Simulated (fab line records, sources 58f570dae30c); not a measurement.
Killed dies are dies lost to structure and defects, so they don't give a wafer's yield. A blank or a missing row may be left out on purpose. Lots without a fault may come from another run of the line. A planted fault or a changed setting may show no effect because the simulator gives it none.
One fault seen from 2 desks | flow berkeley_cmos170 | each desk has only its own numbers; what lay behind them comes last

THE METROLOGY DESK
What the gauges read, lot by lot, whatever tool the lot ran on: means of the sampled wafers that have a number. A lot is out of limits, marked OUT, if its mean lies more than 4 standard deviations from the usual mean; the brackets give that distance.
Columns: A = PWELL_OVL at UCB170_PWELL_OVL_MEAS_13, usual 2 nm; B = PWELL_TW at UCB170_PWELL_TW_MEAS_17, usual 379; C = WELLDRIVE_OXIDE_THK at UCB170_WELLDRIVE_THK_MEAS_02, usual 200 nm
lot  | first seen here | A  | B   | C
L528 | day 4 18:00     | 1  | 375 | 204
L530 | day 5 01:47     | -3 | 382 | 212
L539 | day 6 23:41     | -6 | 375 | 197
L540 | day 6 23:57     | 6  | 384 | 196
L538 | day 7 00:07     | 1  | 375 | 199
L543 | day 8 00:18     | 2  | 381 | 202
L544 | day 8 00:27     | 2  | 379 | 204
This desk's finding: nothing out of limits on any of the 7 lots.

THE TOOL OWNER'S DESK: furnace-02
The tool's own readings at UCB170_WELLDRIVE_ANNEAL_03 (time 900 s): means of the sampled wafers that have a number, for each lot that ran on this tool. A lot is out of limits, marked OUT, if its mean lies more than 4 standard deviations from the usual mean; the brackets give that distance.
Columns: A = spike_tc_centre_C at UCB170_WELLDRIVE_ANNEAL_03, usual 1102.1 C; B = spike_tc_load_C at UCB170_WELLDRIVE_ANNEAL_03, usual 1128.2 C; C = spike_tc_source_C at UCB170_WELLDRIVE_ANNEAL_03, usual 1125 C; D = tube_center_temp_C at UCB170_WELLDRIVE_ANNEAL_03, usual 1100 C; E = tube_center_temp_C_max at UCB170_WELLDRIVE_ANNEAL_03, usual 1102.9; F = zone_power_centre_pct at UCB170_WELLDRIVE_ANNEAL_03, usual 55 %
lot  | first seen here | A                | B                | C              | D                      | E                        | F
L530 | day 5 15:55     | 1102.7           | 1128.5           | 1123           | 1100                   | 1103.1                   | 51
L538 | day 7 15:54     | 1152.2 (+50) OUT | 1178.2 (+45) OUT | 1172 (+15) OUT | 1150 (+99 or more) OUT | 1152.4 (+99 or more) OUT | 54
L539 | day 7 15:54     | 1152.7 (+51) OUT | 1179.1 (+46) OUT | 1173 (+15) OUT | 1150 (+99 or more) OUT | 1152.8 (+99 or more) OUT | 54
L540 | day 7 15:54     | 1152.3 (+50) OUT | 1179.0 (+46) OUT | 1173 (+15) OUT | 1150 (+99 or more) OUT | 1153.0 (+99 or more) OUT | 55
This desk's finding: out of limits on L538, L539, L540; first on L538, day 7 15:54 (spike_tc_centre_C at UCB170_WELLDRIVE_ANNEAL_03). In limits: L530.

PUT TOGETHER
The tool owner's desk could have raised an alarm at day 7 15:54, on L538, L539, L540.
The metrology desk saw nothing out of limits.
The metrology desk has L538, L539, L540 on record, within its limits.
Of the lots named, all ran UCB170_WELLDRIVE_ANNEAL_03 on furnace-02.

WHAT THE SIMULATOR HAD PUT IN
Process parameter drift: furnace-02, from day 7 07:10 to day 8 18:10, at UCB170_WELLDRIVE_ANNEAL_03. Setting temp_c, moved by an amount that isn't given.
Lots struck among those shown: L538, L539, L540.
Hours from the fault's start to each desk's first reading out of limits: the tool owner's desk, 9.
